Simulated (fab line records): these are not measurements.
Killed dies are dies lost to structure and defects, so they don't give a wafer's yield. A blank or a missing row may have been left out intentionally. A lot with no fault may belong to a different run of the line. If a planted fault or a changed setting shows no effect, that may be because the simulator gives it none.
Problem report, 8D (eight disciplines) form, completed by code    flow ritCmos    the parts of the form that need people (team, actions taken, sign-off) are left out

1. PROBLEM STATEMENT
At RIT_GATE_OXIDATION_05, tubeCenterTempC averages 895 C over 6 wafers from 2 lots, while fault-free wafers read 900 C, standard deviation 0.083. Relative to the usual mean, that is a shift of -60 standard deviations.
The step: target thk 3 nm, ox time 270 s.
The first sign was on wafer L767.1 at day 5 11:11, on furnace-04. The record holds 18 wafers of 6 lots with a number at this step. The rule behind "out" and "out of limits": a value lying over 4 standard deviations away from the usual mean. All remaining wafers that have a number are taken as sound.

2. WHAT THIS IS AND IS NOT
question                     is                                       is not
which readings at this step  tubeCenterTempC, tube_center_temp_C_max  -
which lots                   L767, L770                               L757, L759, L771, L774
which wafers of those lots   all that have a number                   -
read on which tools          furnace-04                               furnace-01, furnace-03
when                         from day 5 11:11                         up to then (6 sound wafers); but 6 sound wafers of L771, L774 came after

3. THE SUSPECTS, EACH WITH WHAT RULES IT OUT
Counting: a tool at a process step up to the reading stays a suspect if it ran every lot that is out and no sound lot after the first of them.
- furnace-04 at RIT_GATE_OXIDATION_05 (target thk 3 nm, ox time 270 s): kept. Every lot that is out went through it, starting with L767 (day 5 11:11), and after that it ran no sound lot; the last sound lot it ran before then is L757 (day 3 09:00). Its own readings are out on those wafers: tubeCenterTempC, tube_center_temp_C_max.
Remaining after the count: furnace-04 at RIT_GATE_OXIDATION_05.

4. THE CAUSE (what the simulator had put in)
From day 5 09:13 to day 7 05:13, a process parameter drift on furnace-04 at RIT_GATE_OXIDATION_05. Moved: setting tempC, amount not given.
The count eliminated every tool but this one.

5. SEQUENCE OF EFFECTS, ordered by route
Each row: a reading where the mean over the struck wafers with a number is more than 3 standard deviations away from the usual. Only readings whose record carries a usual standard deviation are examined. hours: median over the lots of the time between each lot's start at the first step of this table that gives one and its start at this step. sigmas: the change, counted in usual standard deviations.
hours  step                   reading                 usual    on struck wafers  change  sigmas
0      RIT_GATE_OXIDATION_05  spikeTcCentreC          901.9 C  895.5             -6.4    -4.0
0      RIT_GATE_OXIDATION_05  spikeTcSourceC          922.5 C  915.0             -7.5    -3.6
0      RIT_GATE_OXIDATION_05  tubeCenterTempC         900 C    895               -5      -60
0      RIT_GATE_OXIDATION_05  tube_center_temp_C_max  902.4    897.5             -4.9    -12
Here are the process steps it includes:
- RIT_GATE_OXIDATION_05: target thk 3 nm, ox time 270 s.

6. WHAT WOULD HAVE CAUGHT IT SOONER
First out-of-limits reading in this record: day 5 11:11, which is 2 hours after fault onset at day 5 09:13.
